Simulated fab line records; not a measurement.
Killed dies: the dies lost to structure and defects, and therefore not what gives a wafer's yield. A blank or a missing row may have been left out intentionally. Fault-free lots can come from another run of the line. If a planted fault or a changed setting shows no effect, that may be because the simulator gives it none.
The tool behind it: which one? || flow berkeley-cmos170 || 14 lots, 42 wafers sampled, at 4 steps of a route of 331

## WHAT THE GAUGES SHOWED, per wafer
UCB170_PFIELD_OVL_MEAS_06. Usual: PFIELD_OVL 2 nm, standard deviation 4.9.
{"lot": "L668", "measured": "day 4 07:18", "on": "overlay-01", "PFIELD_OVL (nm)": "4 5 8", "flag": ""}
{"lot": "L669", "measured": "day 4 11:33", "on": "overlay-01", "PFIELD_OVL (nm)": "-1 0 -5", "flag": ""}
{"lot": "L671", "measured": "day 4 16:22", "on": "overlay-02", "PFIELD_OVL (nm)": "0 3 3", "flag": ""}
{"lot": "L672", "measured": "day 4 22:05", "on": "overlay-02", "PFIELD_OVL (nm)": "8 7 11", "flag": ""}
{"lot": "L673", "measured": "day 4 23:52", "on": "overlay-01", "PFIELD_OVL (nm)": "13 6 11", "flag": ""}
{"lot": "L675", "measured": "day 5 15:41", "on": "overlay-02", "PFIELD_OVL (nm)": "2 1 2", "flag": ""}
{"lot": "L681", "measured": "day 7 01:11", "on": "overlay-01", "PFIELD_OVL (nm)": "4 1 9", "flag": ""}
{"lot": "L683", "measured": "day 7 10:17", "on": "overlay-02", "PFIELD_OVL (nm)": "9 2 -1", "flag": ""}
{"lot": "L685", "measured": "day 8 14:13", "on": "overlay-01", "PFIELD_OVL (nm)": "-7 6 -3", "flag": ""}
{"lot": "L686", "measured": "day 8 13:50", "on": "overlay-02", "PFIELD_OVL (nm)": "8 10 0", "flag": ""}
{"lot": "L687", "measured": "day 8 14:06", "on": "overlay-02", "PFIELD_OVL (nm)": "16 4 10", "flag": ""}
{"lot": "L688", "measured": "day 8 14:13", "on": "overlay-02", "PFIELD_OVL (nm)": "0 6 4", "flag": ""}
{"lot": "L689", "measured": "day 8 14:29", "on": "overlay-01", "PFIELD_OVL (nm)": "-2 -3 3", "flag": ""}
{"lot": "L690", "measured": "day 8 14:29", "on": "overlay-02", "PFIELD_OVL (nm)": "4 7 4", "flag": ""}

UCB170_PSD_OVL_MEAS_07. Usual: PSD_OVL 1 nm, standard deviation 4.7.
{"lot": "L668", "measured": "day 6 18:53", "on": "overlay-01", "PSD_OVL (nm)": "-9 2 -3", "flag": ""}
{"lot": "L669", "measured": "day 6 21:35", "on": "overlay-01", "PSD_OVL (nm)": "3 4 6", "flag": ""}
{"lot": "L671", "measured": "day 6 21:50", "on": "overlay-02", "PSD_OVL (nm)": "-4 -8 -5", "flag": ""}
{"lot": "L672", "measured": "day 7 06:47", "on": "overlay-01", "PSD_OVL (nm)": "-1 0 3", "flag": ""}
{"lot": "L673", "measured": "day 7 08:11", "on": "overlay-01", "PSD_OVL (nm)": "1 4 -7", "flag": ""}
{"lot": "L675", "measured": "day 7 21:47", "on": "overlay-01", "PSD_OVL (nm)": "0 1 -2", "flag": ""}
{"lot": "L681", "measured": "day 9 01:34", "on": "overlay-01", "PSD_OVL (nm)": "-5 -2 3", "flag": ""}
{"lot": "L683", "measured": "day 9 10:14", "on": "overlay-01", "PSD_OVL (nm)": "-1 2 0", "flag": ""}
{"lot": "L685", "measured": "day 10 12:40", "on": "overlay-02", "PSD_OVL (nm)": "1 10 9", "flag": ""}
{"lot": "L686", "measured": "day 10 16:41", "on": "overlay-02", "PSD_OVL (nm)": "-3 0 7", "flag": ""}
{"lot": "L687", "measured": "day 10 12:14", "on": "overlay-02", "PSD_OVL (nm)": "-2 1 0", "flag": ""}
{"lot": "L688", "measured": "day 10 12:23", "on": "overlay-02", "PSD_OVL (nm)": "8 -2 9", "flag": ""}
{"lot": "L689", "measured": "day 10 12:07", "on": "overlay-01", "PSD_OVL (nm)": "0 -2 -2", "flag": ""}
{"lot": "L690", "measured": "day 10 12:40", "on": "overlay-01", "PSD_OVL (nm)": "7 2 6", "flag": ""}

UCB170_V2_BOW_MEAS_03. Usual: V2_BOW 36 um, standard deviation 7.5.
{"lot": "L668", "measured": "day 7 23:35", "on": "film-metro-03", "V2_BOW (um)": "47 30 34", "flag": ""}
{"lot": "L669", "measured": "day 7 23:19", "on": "film-metro-03", "V2_BOW (um)": "30 30 39", "flag": ""}
{"lot": "L671", "measured": "day 8 01:36", "on": "film-metro-01", "V2_BOW (um)": "36 27 34", "flag": ""}
{"lot": "L672", "measured": "day 8 08:07", "on": "film-metro-03", "V2_BOW (um)": "33 33 36", "flag": ""}
{"lot": "L673", "measured": "day 8 07:52", "on": "film-metro-01", "V2_BOW (um)": "25 30 43", "flag": ""}
{"lot": "L675", "measured": "day 8 21:53", "on": "film-metro-03", "V2_BOW (um)": "49 37 38", "flag": ""}
{"lot": "L681", "measured": "day 10 03:32", "on": "film-metro-02", "V2_BOW (um)": "32 38 29", "flag": ""}
{"lot": "L683", "measured": "day 10 11:34", "on": "film-metro-01", "V2_BOW (um)": "39 36 56", "flag": ""}
{"lot": "L685", "measured": "day 11 15:56", "on": "film-metro-02", "V2_BOW (um)": "40 38 25", "flag": ""}
{"lot": "L686", "measured": "day 11 17:10", "on": "film-metro-03", "V2_BOW (um)": "37 29 44", "flag": ""}
{"lot": "L687", "measured": "day 11 16:31", "on": "film-metro-03", "V2_BOW (um)": "45 39 56", "flag": ""}
{"lot": "L688", "measured": "day 11 16:53", "on": "film-metro-01", "V2_BOW (um)": "36 38 36", "flag": ""}
{"lot": "L689", "measured": "day 11 16:16", "on": "film-metro-02", "V2_BOW (um)": "40 42 34", "flag": ""}
{"lot": "L690", "measured": "day 11 16:08", "on": "film-metro-03", "V2_BOW (um)": "34 51 39", "flag": ""}

## TOOL THAT RAN EACH LOT (tool first, then ch and the chambers of the sampled wafers, then the start)
{"lot": "L668", "UCB170_WELLDRIVE_ANNEAL_03": "furnace-04 ch 0, day 3 16:35"}
{"lot": "L669", "UCB170_WELLDRIVE_ANNEAL_03": "furnace-02 ch 0, day 3 19:33"}
{"lot": "L671", "UCB170_WELLDRIVE_ANNEAL_03": "furnace-04 ch 0, day 3 23:16"}
{"lot": "L672", "UCB170_WELLDRIVE_ANNEAL_03": "furnace-04 ch 0, day 4 03:06"}
{"lot": "L673", "UCB170_WELLDRIVE_ANNEAL_03": "furnace-01 ch 0, day 4 12:46"}
{"lot": "L675", "UCB170_WELLDRIVE_ANNEAL_03": "furnace-04 ch 0, day 4 20:31"}
{"lot": "L681", "UCB170_WELLDRIVE_ANNEAL_03": "furnace-02 ch 0, day 6 10:13"}
{"lot": "L683", "UCB170_WELLDRIVE_ANNEAL_03": "furnace-02 ch 0, day 6 17:40"}
{"lot": "L685", "UCB170_WELLDRIVE_ANNEAL_03": "furnace-04 ch 0, day 7 21:22"}
{"lot": "L686", "UCB170_WELLDRIVE_ANNEAL_03": "furnace-04 ch 0, day 7 21:22"}
{"lot": "L687", "UCB170_WELLDRIVE_ANNEAL_03": "furnace-04 ch 0, day 7 21:22"}
{"lot": "L688", "UCB170_WELLDRIVE_ANNEAL_03": "furnace-04 ch 0, day 7 21:22"}
{"lot": "L689", "UCB170_WELLDRIVE_ANNEAL_03": "furnace-01 ch 0, day 8 00:38"}
{"lot": "L690", "UCB170_WELLDRIVE_ANNEAL_03": "furnace-01 ch 0, day 8 00:38"}
- UCB170_WELLDRIVE_ANNEAL_03: time 900 s.

## WHAT THE TOOLS THEMSELVES READ (means of the sampled wafers that have a number; where no wafer has one, the mark that the record gives instead)
UCB170_WELLDRIVE_ANNEAL_03. Usual: spike-tc-centre-C 1101.1 C, standard deviation 1.1; spike-tc-load-C 1133 C, standard deviation 4.6; spike-tc-source-C 1124.3 C, standard deviation 1.1; tube-center-temp-C 1100 C, standard deviation 0.11; tube_center_temp_C_max 1102.8, standard deviation 0.47; zone-power-load-pct 41.0 %, standard deviation 1.6.
{"lot": "L668", "tool": "furnace-04", "spike-tc-centre-C (C)": 1101.4, "spike-tc-load-C (C)": 1136, "spike-tc-source-C (C)": 1125.3, "tube-center-temp-C (C)": 1100, "tube_center_temp_C_max": 1102.4, "zone-power-load-pct (%)": 42.1, "flag": ""}
{"lot": "L669", "tool": "furnace-02", "spike-tc-centre-C (C)": 1101.9, "spike-tc-load-C (C)": 1133, "spike-tc-source-C (C)": 1124.9, "tube-center-temp-C (C)": 1100, "tube_center_temp_C_max": 1102.5, "zone-power-load-pct (%)": 38.1, "flag": ""}
{"lot": "L671", "tool": "furnace-04", "spike-tc-centre-C (C)": 1100.5, "spike-tc-load-C (C)": 1136, "spike-tc-source-C (C)": 1124.5, "tube-center-temp-C (C)": 1100, "tube_center_temp_C_max": 1102.8, "zone-power-load-pct (%)": 41.8, "flag": ""}
{"lot": "L672", "tool": "furnace-04", "spike-tc-centre-C (C)": 1100.2, "spike-tc-load-C (C)": 1136, "spike-tc-source-C (C)": 1124.0, "tube-center-temp-C (C)": 1100, "tube_center_temp_C_max": 1103.0, "zone-power-load-pct (%)": 42.0, "flag": ""}
{"lot": "L673", "tool": "furnace-01", "spike-tc-centre-C (C)": 1102.8, "spike-tc-load-C (C)": 1124, "spike-tc-source-C (C)": 1122.2, "tube-center-temp-C (C)": 1100, "tube_center_temp_C_max": 1102.8, "zone-power-load-pct (%)": 40.5, "flag": ""}
{"lot": "L675", "tool": "furnace-04", "spike-tc-centre-C (C)": 1100.7, "spike-tc-load-C (C)": 1135, "spike-tc-source-C (C)": 1123.9, "tube-center-temp-C (C)": 1100, "tube_center_temp_C_max": 1102.9, "zone-power-load-pct (%)": 41.4, "flag": ""}
{"lot": "L681", "tool": "furnace-02", "spike-tc-centre-C (C)": 1151.6, "spike-tc-load-C (C)": 1183, "spike-tc-source-C (C)": 1175.4, "tube-center-temp-C (C)": 1150, "tube_center_temp_C_max": 1152.7, "zone-power-load-pct (%)": 42.5, "flag": "OFF"}
{"lot": "L683", "tool": "furnace-02", "spike-tc-centre-C (C)": 1151.3, "spike-tc-load-C (C)": 1183, "spike-tc-source-C (C)": 1175.1, "tube-center-temp-C (C)": 1150, "tube_center_temp_C_max": 1152.5, "zone-power-load-pct (%)": 42.0, "flag": "OFF"}
{"lot": "L685", "tool": "furnace-04", "spike-tc-centre-C (C)": 1101.8, "spike-tc-load-C (C)": 1135, "spike-tc-source-C (C)": 1124.6, "tube-center-temp-C (C)": 1100, "tube_center_temp_C_max": 1102.9, "zone-power-load-pct (%)": 42.3, "flag": ""}
{"lot": "L686", "tool": "furnace-04", "spike-tc-centre-C (C)": 1100.3, "spike-tc-load-C (C)": 1137, "spike-tc-source-C (C)": 1124.7, "tube-center-temp-C (C)": 1100, "tube_center_temp_C_max": 1102.8, "zone-power-load-pct (%)": 42.3, "flag": ""}
{"lot": "L687", "tool": "furnace-04", "spike-tc-centre-C (C)": 1100.2, "spike-tc-load-C (C)": 1136, "spike-tc-source-C (C)": 1124.8, "tube-center-temp-C (C)": 1100, "tube_center_temp_C_max": 1102.8, "zone-power-load-pct (%)": 42.3, "flag": ""}
{"lot": "L688", "tool": "furnace-04", "spike-tc-centre-C (C)": 1100.5, "spike-tc-load-C (C)": 1135, "spike-tc-source-C (C)": 1123.2, "tube-center-temp-C (C)": 1100, "tube_center_temp_C_max": 1102.6, "zone-power-load-pct (%)": 42.1, "flag": ""}
{"lot": "L689", "tool": "furnace-01", "spike-tc-centre-C (C)": 1100.6, "spike-tc-load-C (C)": 1124, "spike-tc-source-C (C)": 1123.5, "tube-center-temp-C (C)": 1100, "tube_center_temp_C_max": 1102.7, "zone-power-load-pct (%)": 40.1, "flag": ""}
{"lot": "L690", "tool": "furnace-01", "spike-tc-centre-C (C)": 1101.3, "spike-tc-load-C (C)": 1123, "spike-tc-source-C (C)": 1122.6, "tube-center-temp-C (C)": 1100, "tube_center_temp_C_max": 1103.2, "zone-power-load-pct (%)": 40.3, "flag": ""}

## THE ANSWER, worked out from the rows above alone
Rule: a lot counts as off when the mean over its wafers that have a number is more than 3 standard deviations away from the usual mean. Also off: a lot with no number at a reading for which 4 or more lots have one. Where the step has rows for the other lots, those lots are counted as sound. After the gauges, taken in route order, come the tools' own readings; for these a lot's mean is taken, as printed above. At the first step where some lot is off, the reading lying furthest off is the one used; lots without a number count as furthest.
Off at UCB170_WELLDRIVE_ANNEAL_03 (tube-center-temp-C): L681, L683.
If a tool, at that step or one of the process steps before it, ran each lot that is off and ran no sound lot following the first of them, it fits. One fits: UCB170_WELLDRIVE_ANNEAL_03 on furnace-02. A fault onset in the window from L669 (day 3 19:33, its last sound lot) to L681 (day 6 10:13, its first lot off) fits.
The tool's own readings at UCB170_WELLDRIVE_ANNEAL_03 bear it out: on the lots that are off they differ by more than 5 times the standard deviation of the sound lots' means. spike-tc-centre-C reads 1151.4 C there against 1101.0 C on the sound lots; spike-tc-load-C reads 1183 C there against 1132 C on the sound lots; spike-tc-source-C reads 1175.2 C there against 1124.0 C on the sound lots; tube-center-temp-C reads 1150 C there against 1100 C on the sound lots; tube_center_temp_C_max reads 1152.6 there against 1102.8 on the sound lots.

## WHAT THE SIMULATOR HAD PUT IN
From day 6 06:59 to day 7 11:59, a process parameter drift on furnace-02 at UCB170_WELLDRIVE_ANNEAL_03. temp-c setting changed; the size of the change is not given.
Shown lots that were struck: L681, L683. The same result came from the rule above.
